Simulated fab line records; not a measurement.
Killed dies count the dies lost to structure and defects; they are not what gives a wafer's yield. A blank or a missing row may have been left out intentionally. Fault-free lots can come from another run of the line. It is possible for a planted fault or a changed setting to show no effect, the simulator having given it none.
fab line records	flow berkeley-cmos170	part 1 of 2: steps 1 to 34 of 44
record lots=6	wafers=18	last-day=13
route steps=331 shown M1@244 V1@254 M2@271 M3@331
lots untouched by any fault: they come from a run of this same line in which no faults occurred
start-h: the number of hours between the record's first day and the start of the first shown wafer of the lot	wait-h: how many hours have passed since the lot's step before this one	" unchanged from the row above	L1.1+2: a row that stands for several wafers	- no value present, or no start provided	* or withheld: withheld	< > ~ a bound
route shown NAME@n: names a module that has steps shown in the file, with the first one's number in the route	usual: the fault-free wafers' mean and standard deviation	same: alike in all rows	chamber/n: place in a boat	sites: the reading at each site	_std_site: standard deviation of those values	_edge_site: inner sites' mean taken away from outer sites' mean	radius-mm: for every site, how far away it sits from the centre of the wafer	mask NAME#n: copy n	behind: the tool/chamber that last shaped the wafer	hold: the reason the lot was held/the length of the hold in hours/how it ended	device: the transistor (n, p or np) that didn't switch	end of line: tests run on the same wafers once the route is complete	a step without rows: its recipe alone	killed: the dies lost at the first sort to structure and to defects; this is not the yield of the wafer	map: shows each die of a wafer: x if killed, . if not, _ if none is there
set.NAME: setting as actually run; set.NAME@STEP: the setting as run at that earlier step	model.NAME: the simulator's own value behind a step, which no gauge read
a table for each step, a row for each wafer; lots at some steps of the route
services: the hour from which a tool's chamber was out of use, counted from the record's first day as start-h (under 0 if before that day), plus the number of hours and why
## steps
# step UCB170_M1_EXPOSE_06
# recipe mask-id=METAL1	target-cd-nm=700	na=0.5	sigma-outer=0.6	source-shape=conventional	dose-mj=21
# step UCB170_M1_PEB_07
# recipe peb-temp-c=130	peb-time-s=withheld	resist=KrF
# step UCB170_M1_DEVELOP_08
# recipe developer=TMAH	develop-time-s=45	resist=KrF	dev-temp-c=21
# step UCB170_M1_CD_MEAS_09
# recipe target-cd-nm=700
# usual cd-nm=700.0/1.3
lot.wafer	tool	chamber	start-h	wait-h	cd-nm
L694.2	cd-sem-02	-	188.21	-	699.5
L694.4	"	-	"	"	698.9
L694.5	"	-	"	"	700.0
L697.2	cd-sem-01	-	190.99	-	702.7
L697.4	"	-	"	"	701.0
L697.6	"	-	"	"	701.1
L704.1	cd-sem-02	-	223.04	-	700.0
L704.2	"	-	"	"	701.8
L704.4	"	-	"	"	701.5
L703.1	cd-sem-01	-	230.94	-	700.5
L703.3	"	-	"	"	699.8
L703.6	"	-	"	"	700.9
L712.2	cd-sem-02	-	268.34	-	698.5
L712.5	"	-	"	"	699.5
L712.6	"	-	"	"	698.6
L716.1	cd-sem-01	-	285.38	-	700.6
L716.3	"	-	"	"	701.6
L716.5	"	-	"	"	701.0
# step UCB170_M1_OVL_MEAS_10
# usual M1_OVL=-2/5
lot.wafer	tool	chamber	start-h	wait-h	M1_OVL[nm]
L694.2	overlay-01	-	188.32	0.1	8
L694.4	"	-	"	"	4
L694.5	"	-	"	"	3
L697.2	overlay-02	-	191.09	0.1	4
L697.4	"	-	"	"	5
L697.6	"	-	"	"	5
L704.1	overlay-02	-	223.16	0.1	-7
L704.2	"	-	"	"	-2
L704.4	"	-	"	"	1
L703.1	overlay-01	-	231.06	0.1	-4
L703.3	"	-	"	"	-5
L703.6	"	-	"	"	-5
L712.2	overlay-01	-	268.45	0.1	-1
L712.5	"	-	"	"	-4
L712.6	"	-	"	"	-3
L716.1	overlay-02	-	285.50	0.1	-1
L716.3	"	-	"	"	1
L716.5	"	-	"	"	-2
# step UCB170_M1_ETCH_11
# recipe chemistry=N2/H2	target-depth-a=withheld	overetch-a=withheld	target=BARC	time-s=withheld	source-w=500	bias-w=100	pressure-mtorr=30	n2-flow-sccm=100	h2-flow-sccm=200
# usual chamber-pressure-mTorr=29.999/0.028	drypump-motor-current-A=5.8/0.46	oes-product-au=0.993/0.016	throttle-valve-pct=13.28/0.16
lot.wafer	tool	chamber	start-h	wait-h	chamber-pressure-mTorr	drypump-motor-current-A	oes-product-au	throttle-valve-pct
L694.2	rie-diel-02	1	188.35	0.0	30.019	6.3	0.968	13.28
L694.4	"	3	"	"	29.962	5.5	0.967	13.42
L694.5	"	3	"	"	30.028	5.5	0.969	13.42
L697.2	rie-diel-04	2	191.12	0.0	30.025	6.0	0.996	13.02
L697.4	"	2	"	"	29.987	6.0	0.984	13.03
L697.6	"	1	"	"	29.948	5.0	1.010	13.50
L704.1	rie-diel-04	0	223.19	0.0	30.040	5.4	1.008	13.43
L704.2	"	2	"	"	29.943	6.0	0.995	13.04
L704.4	"	1	"	"	30.045	5.0	1.006	13.50
L703.1	rie-diel-01	0	231.10	0.0	30.006	5.0	0.975	13.43
L703.3	"	2	"	"	30.021	6.8	0.984	12.93
L703.6	"	2	"	"	30.001	6.8	0.979	12.93
L712.2	rie-diel-02	0	268.48	0.0	29.993	6.1	1.018	13.18
L712.5	"	0	"	"	30.009	6.1	1.022	13.17
L712.6	"	3	"	"	29.988	5.5	0.981	13.42
L716.1	rie-diel-04	2	285.53	0.0	30.009	5.9	1.005	13.03
L716.3	"	3	"	"	30.020	6.0	0.996	13.24
L716.5	"	3	"	"	30.023	6.0	0.999	13.26
# step UCB170_M1_METAL_ETCH_12
# recipe chemistry=Cl2/BCl3	target=Al	stop-on=PSG	pressure-mtorr=12	target-depth-a=7800	over-etch-frac=0.3	time-s=130	icp-w=600	bias-w=120	Cl2_flow_sccm=90	bcl3-flow-sccm=45
# usual chamber-pressure-mTorr=12.001/0.011	drypump-motor-current-A=6.1/0.31	he-backside-leak-sccm=3.3/0.38	oes-product-au=0.854/0.013	throttle-valve-pct=24.48/0.1
lot.wafer	tool	chamber	start-h	wait-h	chamber-pressure-mTorr	drypump-motor-current-A	he-backside-leak-sccm	oes-product-au	rf-hours-counter-h	throttle-valve-pct
L694.2	rie-metal-03	1	188.39	-	12.010	6.4	3.0	0.838	8	24.52
L694.4	"	0	"	"	12.019	6.3	3.1	0.865	-	24.26
L694.5	"	1	"	"	12.005	6.4	3.1	0.829	-	24.52
L697.2	rie-metal-03	1	191.17	-	11.998	6.4	3.2	0.836	8	24.49
L697.4	"	0	"	"	11.992	6.3	3.2	0.862	-	24.26
L697.6	"	0	"	"	11.998	6.3	3.2	0.859	-	24.26
L704.1	rie-metal-03	0	223.23	-	12.002	6.3	3.2	0.864	4	24.26
L704.2	"	1	"	"	12.013	6.4	3.2	0.841	9	24.52
L704.4	"	0	"	"	12.018	6.3	3.2	0.861	-	24.28
L703.1	rie-metal-02	1	231.14	-	11.997	5.7	3.2	0.850	6	24.53
L703.3	"	0	"	"	12.013	6.5	3.3	0.864	-	24.51
L703.6	"	1	"	"	11.985	5.7	3.0	0.851	-	24.52
L712.2	rie-metal-04	1	268.52	-	12.004	6.2	3.6	0.859	14	24.54
L712.5	"	1	"	"	11.994	6.2	3.6	0.847	-	24.55
L712.6	"	0	"	"	12.004	5.8	3.4	0.876	-	24.52
L716.1	rie-metal-03	0	285.57	-	12.013	6.3	2.9	0.869	6	24.24
L716.3	"	1	"	"	12.003	6.4	3.2	0.847	-	24.49
L716.5	"	0	"	"	12.014	6.3	2.9	0.863	-	24.26
# step UCB170_M1_STRIP_13
# recipe chemistry=O2	power-w=400	pressure-mtorr=3500	platen-temp-c=withheld	o2-flow-sccm=400	overash-fraction=0.5
# usual chamber-pressure-mTorr=3500/3.2	drypump-motor-current-A=5.6/0.54	oes-product-au=0.720/0.0047
lot.wafer	tool	chamber	start-h	wait-h	chamber-pressure-mTorr	drypump-motor-current-A	oes-product-au	rf-hours-counter-h
L694.2	plasma-asher-02	1	188.52	0.1	3500	6.0	0.712	47
L694.4	"	1	"	"	3502	6.0	0.723	-
L694.5	"	0	"	"	3504	5.1	0.720	-
L697.2	plasma-asher-03	0	191.30	0.1	3499	5.9	0.719	6
L697.4	"	1	"	"	3496	4.9	0.711	-
L697.6	"	0	"	"	3505	5.9	0.718	-
L704.1	plasma-asher-02	1	223.37	0.1	3500	6.0	0.719	51
L704.2	"	0	"	"	3503	5.2	0.719	51
L704.4	"	0	"	"	3495	5.2	0.725	-
L703.1	plasma-asher-02	1	231.27	0.1	3497	6.0	0.722	52
L703.3	"	0	"	"	3501	5.1	0.722	-
L703.6	"	0	"	"	3499	5.1	0.717	-
L712.2	plasma-asher-02	1	268.66	0.1	3507	6.0	0.723	57
L712.5	"	0	"	"	3499	5.1	0.719	-
L712.6	"	1	"	"	3500	6.0	0.718	-
L716.1	plasma-asher-03	0	285.71	0.1	3497	5.9	0.722	17
L716.3	"	1	"	"	3501	4.8	0.721	-
L716.5	"	0	"	"	3502	5.9	0.724	-
# step UCB170_M1_CD_MEAS_90
# recipe target-cd-nm=700
# usual cd-nm=700.7/2
lot.wafer	tool	chamber	start-h	wait-h	cd-nm
L694.2	cd-sem-02	-	188.64	0.1	700.1
L694.4	"	-	"	"	701.9
L694.5	"	-	"	"	701.7
L697.2	cd-sem-01	-	191.42	0.1	702.9
L697.4	"	-	"	"	702.2
L697.6	"	-	"	"	702.5
L704.1	cd-sem-01	-	223.47	0.1	700.7
L704.2	"	-	"	"	702.7
L704.4	"	-	"	"	704.1
L703.1	cd-sem-01	-	231.37	0.1	700.6
L703.3	"	-	"	"	701.2
L703.6	"	-	"	"	702.6
L712.2	cd-sem-01	-	268.78	0.1	699.1
L712.5	"	-	"	"	699.3
L712.6	"	-	"	"	697.3
L716.1	cd-sem-01	-	285.81	0.1	702.4
L716.3	"	-	"	"	702.3
L716.5	"	-	"	"	702.4
# step UCB170_M1_ANNEAL_14
# recipe temp-c=400	time-s=1200	ambient=forming-gas
# step UCB170_V1_CVD_00
# recipe material=SiO2	target-thk-nm=2000	temp-c=390	precursor=TEOS/O2	time-s=250	rf-w=550	pressure-mtorr=9000
# step UCB170_V1_THK_MEAS_01
# recipe reads=SiO2_of_V1_CVD_00
# usual V1_TEOS_THK=2005/26
lot.wafer	tool	chamber	start-h	wait-h	V1_TEOS_THK[nm]
L694.2	film-metro-01	-	190.60	0.1	1976
L694.4	"	-	"	"	2006
L694.5	"	-	"	"	2033
L697.2	film-metro-03	-	193.26	0.1	2008
L697.4	"	-	"	"	2031
L697.6	"	-	"	"	2051
L704.1	film-metro-03	-	225.08	0.1	1973
L704.2	"	-	"	"	1965
L704.4	"	-	"	"	2007
L703.1	film-metro-01	-	232.98	0.1	1999
L703.3	"	-	"	"	2009
L703.6	"	-	"	"	2024
L712.2	film-metro-03	-	270.94	0.1	1950
L712.5	"	-	"	"	1994
L712.6	"	-	"	"	1980
L716.1	film-metro-01	-	288.16	0.1	1957
L716.3	"	-	"	"	1936
L716.5	"	-	"	"	1987
# step UCB170_V1_CMP_02
# recipe material=SiO2	down-force-psi=6	platen-rpm=60	pad-velocity-m-s=0.75398
# usual motor-current-A=15.5/1.2	slurry-flow-ml-min=150.0/0.48
lot.wafer	tool	chamber	start-h	wait-h	motor-current-A	slurry-flow-ml-min	model.SiO2_of_V1_CVD_00.thk-nm
L694.4	cmp-01	1	190.65	0.0	16.4	150.0	1001
L694.2	"	2	"	"	16.0	149.9	1000
L694.5	"	1	"	"	16.3	150.4	999.9
L697.2	cmp-01	2	193.36	0.1	16.7	149.5	998.9
L697.4	"	3	"	"	13.5	150.1	999.4
L697.6	"	1	"	"	16.7	150.1	1000
L704.1	cmp-01	2	225.19	0.1	14.8	148.9	1001
L704.2	"	3	"	"	13.6	149.6	1002
L704.4	"	0	"	"	15.6	149.8	751
L703.1	cmp-01	3	233.14	0.1	14.4	150.6	999.8
L703.3	"	0	"	"	15.1	150.5	748.6
L703.6	"	1	"	"	17.2	149.6	999.9
L712.2	cmp-02	3	271.14	0.2	16.7	149.6	1001
L712.6	"	0	"	"	14.0	149.8	998.9
L712.5	"	1	"	"	14.8	150.4	1001
L716.3	cmp-02	0	288.27	0.1	14.6	149.5	1001
L716.1	"	2	"	"	16.1	150.4	1000
L716.5	"	3	"	"	16.8	149.8	1001
# step UCB170_V1_BOW_MEAS_03
# recipe mode=bow
# usual V1_BOW=18/6.9
lot.wafer	tool	chamber	start-h	wait-h	V1_BOW[um]
L694.2	film-metro-01	-	190.97	0.2	10
L694.4	"	-	"	"	13
L694.5	"	-	"	"	21
L697.2	film-metro-04	-	193.63	0.2	33
L697.4	"	-	"	"	13
L697.6	"	-	"	"	20
L704.1	film-metro-04	-	225.44	0.2	16
L704.2	"	-	"	"	10
L704.4	"	-	"	"	11
L703.1	film-metro-04	-	233.34	0.1	17
L703.3	"	-	"	"	11
L703.6	"	-	"	"	26
L712.2	film-metro-03	-	271.31	0.1	25
L712.5	"	-	"	"	23
L712.6	"	-	"	"	14
L716.1	film-metro-01	-	288.52	0.1	32
L716.3	"	-	"	"	18
L716.5	"	-	"	"	12
# step UCB170_V1_THK_MEAS_04
# recipe reads=SiO2_of_V1_CVD_00
# usual V1_POLISHED_THK=1000.1/1.1
lot.wafer	tool	chamber	start-h	wait-h	V1_POLISHED_THK[nm]
L694.2	film-metro-01	-	191.08	0.1	1000.3
L694.4	"	-	"	"	1001.6
L694.5	"	-	"	"	1000.0
L697.2	film-metro-04	-	193.74	0.1	999.8
L697.4	"	-	"	"	1000.3
L697.6	"	-	"	"	999.9
L704.1	film-metro-04	-	225.56	0.1	1001.5
L704.2	"	-	"	"	1001.3
L704.4	"	-	"	"	751.4
L703.1	film-metro-04	-	233.46	0.1	999.6
L703.3	"	-	"	"	748.3
L703.6	"	-	"	"	1000.0
L712.2	film-metro-03	-	271.42	0.1	1002.1
L712.5	"	-	"	"	1000.2
L712.6	"	-	"	"	999.1
L716.1	film-metro-01	-	288.64	0.1	1000.8
L716.3	"	-	"	"	1001.4
L716.5	"	-	"	"	1001.6
# step UCB170_V1_CLEAN_05
# recipe chemistry=DIW
# step UCB170_V1_HMDS_06
# recipe prime-time-s=60	prime-temp-c=100
# step UCB170_V1_COAT_07
# recipe resist=KrF	spin-rpm=1500	resist-thk-nm=900
# step UCB170_V1_SOFTBAKE_08
# recipe resist=KrF	temp-c=130	time-s=60
# step UCB170_V1_EXPOSE_09
# recipe mask-id=VIA1	target-cd-nm=700	na=0.5	sigma-outer=0.6	source-shape=conventional	dose-mj=37
# step UCB170_V1_PEB_10
# recipe peb-temp-c=130	peb-time-s=withheld	resist=KrF
# step UCB170_V1_DEVELOP_11
# recipe developer=TMAH	develop-time-s=45	resist=KrF	dev-temp-c=21
# step UCB170_V1_CD_MEAS_12
# recipe target-cd-nm=700
# usual cd-nm=700.1/1.1
lot.wafer	tool	chamber	start-h	wait-h	cd-nm
L694.2	cd-sem-02	-	193.16	-	700.3
L694.4	"	-	"	"	700.3
L694.5	"	-	"	"	700.4
L697.2	cd-sem-02	-	196.58	-	699.0
L697.4	"	-	"	"	699.5
L697.6	"	-	"	"	700.2
L704.1	cd-sem-01	-	227.77	-	701.0
L704.2	"	-	"	"	700.9
L704.4	"	-	"	"	700.3
L703.1	cd-sem-02	-	237.33	-	702.5
L703.3	"	-	"	"	702.1
L703.6	"	-	"	"	701.6
L712.2	cd-sem-01	-	273.67	-	700.3
L712.5	"	-	"	"	699.5
L712.6	"	-	"	"	698.9
L716.1	cd-sem-01	-	290.56	-	700.2
L716.3	"	-	"	"	699.7
L716.5	"	-	"	"	701.1
# step UCB170_V1_OVL_MEAS_13
# usual V1_OVL=4/4.8
lot.wafer	tool	chamber	start-h	wait-h	V1_OVL[nm]
L694.2	overlay-02	-	193.27	0.1	1
L694.4	"	-	"	"	-1
L694.5	"	-	"	"	9
L697.2	overlay-01	-	196.69	0.1	3
L697.4	"	-	"	"	11
L697.6	"	-	"	"	-4
L704.1	overlay-01	-	227.89	0.1	12
L704.2	"	-	"	"	1
L704.4	"	-	"	"	-1
L703.1	overlay-01	-	237.45	0.1	-3
L703.3	"	-	"	"	-1
L703.6	"	-	"	"	-2
L712.2	overlay-02	-	273.78	0.1	0
L712.5	"	-	"	"	3
L712.6	"	-	"	"	-1
L716.1	overlay-02	-	290.68	0.1	6
L716.3	"	-	"	"	5
L716.5	"	-	"	"	10
# step UCB170_V1_ETCH_14
# recipe chemistry=CHF3/CF4/Ar	target=SiO2	stop-on=Al	CHF3_flow_sccm=45	cf4-flow-sccm=15	Ar_flow_sccm=150	pressure-mtorr=200	rf-w=700	target-depth-a=12500	over-etch-frac=0.25	time-s=291
# usual chamber-pressure-mTorr=200.01/0.19	drypump-motor-current-A=5.8/0.44	oes-product-au=0.870/0.0098	throttle-valve-pct=6.91/0.093
lot.wafer	tool	chamber	start-h	wait-h	chamber-pressure-mTorr	drypump-motor-current-A	oes-product-au	rf-hours-counter-h	throttle-valve-pct	model.V1.feature-depth-nm	model.etch.depth-nm
L694.2	rie-diel-04	1	193.30	0.0	199.82	5.0	0.878	1	7.04	1000	1000
L694.4	"	3	"	"	199.95	6.1	0.857	-	6.90	1001	1001
L694.5	"	2	"	"	199.96	5.9	0.863	-	6.75	1000	999.9
L697.2	rie-diel-02	3	196.72	0.0	200.10	5.5	0.847	20	7.08	998.9	998.9
L697.4	"	2	"	"	200.04	5.2	0.881	37	7.00	999.4	999.4
L697.6	"	0	"	"	199.81	6.1	0.886	-	6.90	1000	1000
L704.1	rie-diel-02	2	227.92	0.0	200.03	5.2	0.881	39	6.99	1001	1001
L704.2	"	1	"	"	199.98	6.3	0.864	49	6.96	1002	1002
L704.4	"	0	"	"	199.87	6.1	0.757	68	6.90	751	751
L703.1	rie-diel-03	3	237.49	0.0	199.92	6.3	0.870	5	6.95	999.8	999.8
L703.3	"	2	"	"	199.76	5.7	0.748	20	6.79	748.9	748.6
L703.6	"	2	"	"	199.90	5.7	0.867	-	6.78	1000	999.9
L712.2	rie-diel-02	3	273.81	0.0	200.28	5.5	0.855	23	7.07	1001	1001
L712.5	"	2	"	"	200.35	5.2	0.883	-	6.99	1001	1001
L712.6	"	1	"	"	200.24	6.3	0.849	-	6.97	999	998.9
L716.1	rie-diel-04	3	290.72	0.0	200.14	6.0	0.863	2	6.91	1000	1000
L716.3	"	0	"	"	199.38	5.4	0.879	97	7.00	1001	1001
L716.5	"	1	"	"	200.01	5.1	0.887	-	7.05	1001	1001
# step UCB170_V1_STRIP_15
# recipe chemistry=O2	power-w=400	pressure-mtorr=3500	platen-temp-c=withheld	o2-flow-sccm=400	overash-fraction=0.5
# step UCB170_V1_CD_MEAS_90
# recipe target-cd-nm=700
# usual cd-nm=700.0/1.2
lot.wafer	tool	chamber	start-h	wait-h	cd-nm
L694.2	cd-sem-01	-	193.60	0.1	700.1
L694.4	"	-	"	"	699.6
L694.5	"	-	"	"	699.1
L697.2	cd-sem-01	-	197.01	0.1	699.6
L697.4	"	-	"	"	699.3
L697.6	"	-	"	"	700.5
L704.1	cd-sem-01	-	228.20	0.1	700.9
L704.2	"	-	"	"	700.9
L704.4	"	-	"	"	700.6
L703.1	cd-sem-02	-	237.76	0.1	701.7
L703.3	"	-	"	"	702.6
L703.6	"	-	"	"	701.9
L712.2	cd-sem-02	-	274.11	0.1	700.1
L712.5	"	-	"	"	699.6
L712.6	"	-	"	"	699.1
L716.1	cd-sem-02	-	291.00	0.1	698.8
L716.3	"	-	"	"	699.7
L716.5	"	-	"	"	700.3
# step UCB170_M2_PRE_CLEAN_00
# recipe gas=Ar	preclean-etch-time-s=60
# step UCB170_M2_SPUTTER_01
# recipe material=Al	target-thk-nm=900	time-s=120	power-w=6000	chamber-pressure-pa=0.5
# usual throttle-valve-pct=29.7/0.97
lot.wafer	tool	chamber	start-h	wait-h	throttle-valve-pct
L694.2	pvd-sputter-04	-	193.76	0.0	28.8
L694.4	"	-	"	"	28.7
L694.5	"	-	"	"	29.5
L697.2	pvd-sputter-04	-	197.18	0.0	29.7
L697.4	"	-	"	"	29.6
L697.6	"	-	"	"	29.7
L704.1	pvd-sputter-02	-	228.39	0.0	28.9
L704.2	"	-	"	"	30.4
L704.4	"	-	"	"	30.1
L703.1	pvd-sputter-01	-	237.95	0.0	32.1
L703.3	"	-	"	"	29.4
L703.6	"	-	"	"	31.5
L712.2	pvd-sputter-02	-	274.27	0.0	30.3
L712.5	"	-	"	"	30.3
L712.6	"	-	"	"	29.3
L716.1	pvd-sputter-04	-	291.18	0.0	28.6
L716.3	"	-	"	"	29.4
L716.5	"	-	"	"	30.1
# step UCB170_M2_RS_MEAS_02
# recipe thk-meas-gauge=four-point-probe	reads=Al_of_M2_SPUTTER_01
# usual M2_AL_RS=0.0322/0.00039
lot.wafer	tool	chamber	start-h	wait-h	M2_AL_RS[ohm/sq]
L694.2	film-metro-02	-	193.87	0.1	0.0319
L694.4	"	-	"	"	0.0319
L694.5	"	-	"	"	0.0320
L697.2	film-metro-03	-	197.28	0.1	0.0322
L697.4	"	-	"	"	0.0325
L697.6	"	-	"	"	0.0323
L704.1	film-metro-04	-	228.47	0.0	0.0320
L704.2	"	-	"	"	0.0318
L704.4	"	-	"	"	0.0319
L703.1	film-metro-02	-	238.03	0.0	0.0329
L703.3	"	-	"	"	0.0329
L703.6	"	-	"	"	0.0325
L712.2	film-metro-03	-	274.38	0.1	0.0322
L712.5	"	-	"	"	0.0320
L712.6	"	-	"	"	0.0319
L716.1	film-metro-02	-	291.27	0.0	0.0321
L716.3	"	-	"	"	0.0322
L716.5	"	-	"	"	0.0319
# step UCB170_M2_THK_MEAS_03
# recipe thk-meas-gauge=xrf	reads=Al_of_M2_SPUTTER_01
# usual M2_AL_THK=919/12
lot.wafer	tool	chamber	start-h	wait-h	M2_AL_THK[nm]
L694.2	film-metro-02	-	193.98	0.1	914
L694.4	"	-	"	"	916
L694.5	"	-	"	"	910
L697.2	film-metro-03	-	197.39	0.1	916
L697.4	"	-	"	"	906
L697.6	"	-	"	"	912
L704.1	film-metro-04	-	228.59	0.1	933
L704.2	"	-	"	"	936
L704.4	"	-	"	"	934
L703.1	film-metro-02	-	238.15	0.1	895
L703.3	"	-	"	"	894
L703.6	"	-	"	"	903
L712.2	film-metro-03	-	274.49	0.1	920
L712.5	"	-	"	"	924
L712.6	"	-	"	"	926
L716.1	film-metro-02	-	291.39	0.1	913
L716.3	"	-	"	"	914
L716.5	"	-	"	"	920
# step UCB170_M2_HMDS_04
# recipe prime-time-s=60	prime-temp-c=100
# step UCB170_M2_COAT_05
# recipe resist=KrF	spin-rpm=1500	resist-thk-nm=900
# step UCB170_M2_SOFTBAKE_06
# recipe resist=KrF	temp-c=130	time-s=60
## key
first-sign step=UCB170_V1_THK_MEAS_04	reading=V1_POLISHED_THK	direction=down	sigmas=99+	usual=1000.1	struck=749.8
effect step=UCB170_V1_ETCH_14	reading=oes-product-au	direction=down	sigmas=12	usual=0.870	struck=0.752
model-effect step=UCB170_V1_CMP_02	value=SiO2_of_V1_CVD_00.thk-nm	without=999.8	struck=749.8
model-effect step=UCB170_V1_ETCH_14	value=V1.feature-depth-nm	without=1000	struck=750
model-effect step=UCB170_M2_METAL_ETCH_18	value=SiO2_of_V1_CVD_00.thk-nm	without=938.9	struck=688.9
met-at UCB170_V1_CMP_02
struck-wafers L703.3,L704.4
fault kind=process-parameter-drift	tool=cmp-01	chamber=0	onset-h=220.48	steps=UCB170_V1_CMP_02	channel=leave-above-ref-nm	offset=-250	shape=step	end-h=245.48	acts-in=these-recipes-only	stated=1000
